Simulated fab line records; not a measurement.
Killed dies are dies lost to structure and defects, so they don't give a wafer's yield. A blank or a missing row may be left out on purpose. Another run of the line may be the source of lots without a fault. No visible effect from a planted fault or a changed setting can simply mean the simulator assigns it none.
Comparing a struck lot with a sound one + flow rit_cmos + 16 out of 202 route steps
Sound: these wafers, L163.4, L163.5, L163.6. Struck: wafers L174.1, L174.3, L174.4. At the end, the cause is stated.
For every step that has rows: the tool of each side, followed by ch and its chambers, followed by its first start. Under that, the readings that differ: sound wafers + struck wafers + difference of the means + sigmas: that difference in standard deviations of wafers without a fault.
alike: words and numbers the same on both sides, and readings whose means are apart by under 2 such deviations; not compared: readings that were withheld, readings missing a value for some wafer, numbers with overlapping values and no deviation given by the record, and bounds like >300 which may hide the same value.
A row with sigmas, a row that says differs or no value, or rows on one side alone: a step with any of these is where the two part. Non-overlapping numbers with no deviation appear without sigmas and do not part them. Lack of a reading on every wafer of one side parts them only where that side has two or more wafers.

first, 4 steps without rows for these wafers: RIT_PLDD_SOFTBAKE_02 (time 60 s); RIT_PLDD_EXPOSE_03 (exposes mask M8, target cd 40900 nm); RIT_PLDD_PEB_04; RIT_PLDD_DEVELOP_05 (develop time 50 s).
RIT_PLDD_OVL_MEAS_06:
  struck on overlay-01, day 7 09:50; sound on overlay-02, day 5 08:29
  alike: PLDD_OVL
then, 2 steps without rows for these wafers: RIT_PLDD_HARDBAKE_07 (time 60 s); RIT_PLDD_IMPLANT_08.
RIT_PLDD_STRIP_09: strips in O2, time 180 s.
  sound on plasma_asher-02 ch 0,1, day 5 08:52; struck on plasma_asher-01 ch 0,1, day 7 10:10
  alike: drypump_motor_current_A
  not compared: rf_hours_counter_h
RIT_PLDD_TW_MEAS_10:
  struck on film_metro-04, day 7 10:20; sound on film_metro-01, day 5 09:01
| reading | sound          | struck         | difference | sigmas |
|---------|----------------|----------------|------------|--------|
| PLDD_TW | 2394 2387 2388 | 2338 2352 2334 | -48        | -2     |
then, 3 steps without rows for these wafers: RIT_SPACER_CLEAN_00 (cleans in SC1, time 600 s); RIT_SPACER_CLEAN_01 (cleans in dHF, time 30 s); RIT_SPACER_CLEAN_02 (cleans in SC2, time 600 s).
RIT_SPACER_CVD_03: deposits Si3N4 from SiH2Cl2/NH3, target thk 250 nm, time 3300 s.
  sound on lpcvd-01 ch 0, day 5 09:24; struck on lpcvd-01 ch 0, day 7 13:38
  alike: sih2cl2_flow_sccm, zone_power_source_pct
RIT_SPACER_THK_MEAS_04:
  struck on film_metro-01, day 7 15:33; sound on film_metro-03, day 5 11:21
| reading                 | sound             | struck            | difference | sigmas      |
|-------------------------|-------------------|-------------------|------------|-------------|
| SPACER_NITRIDE_THK (nm) | 249.5 248.3 249.7 | 500.1 504.5 504.2 | +253.8     | +99 or more |
RIT_SPACER_ETCHBACK_05: etches Si3N4 in SF6/CHF3, stops on SiO2, target depth 250 nm, time 240 s.
  sound on rie_diel-03 ch 0,1,2, day 5 11:27; struck on rie_diel-03 ch 0,1,3, day 7 15:37
| reading                                  | sound             | struck            | difference                   | sigmas |
|------------------------------------------|-------------------|-------------------|------------------------------|--------|
| oes_product_au (a.u.)                    | 0.862 0.833 0.840 | 0.987 0.995 1.006 | +0.151                       | +11    |
| rf_hours_counter_h (h)                   | - - -             | 1 23 8            | no value on the sound wafers |        |
| model.Si3N4_of_SPACER_CVD_03.thk_nm (nm) | 196 194.7 195.5   | 394.4 396 395.3   | +199.8                       |        |
| model.etch.depth_nm (nm)                 | 249.6 248.5 249.6 | 305.9 310.9 312.5 | +60.5                        |        |
  alike: drypump_motor_current_A, throttle_valve_pct
RIT_M1_PROBE_99:
  struck on prober-01, day 8 05:07; sound on prober-01, day 5 22:56
| reading             | sound | struck      | difference | sigmas |
|---------------------|-------|-------------|------------|--------|
| killed_at_front_end | 2 4 1 | 264 264 264 | +262       | +84    |
| killed_dies         | 2 4 1 | 264 264 264 | +262       | +84    |
| killed_on_rim       | 1 3 0 | 70 70 70    | +69        | +53    |
| killed_short        | 1 1 0 | 5 3 7       | +4         | +2     |
  alike: killed_open

WHERE THEY PART
Last at RIT_M1_PROBE_99 as far as this record goes, first at RIT_PLDD_TW_MEAS_10.

WHY: the cause the simulator had injected
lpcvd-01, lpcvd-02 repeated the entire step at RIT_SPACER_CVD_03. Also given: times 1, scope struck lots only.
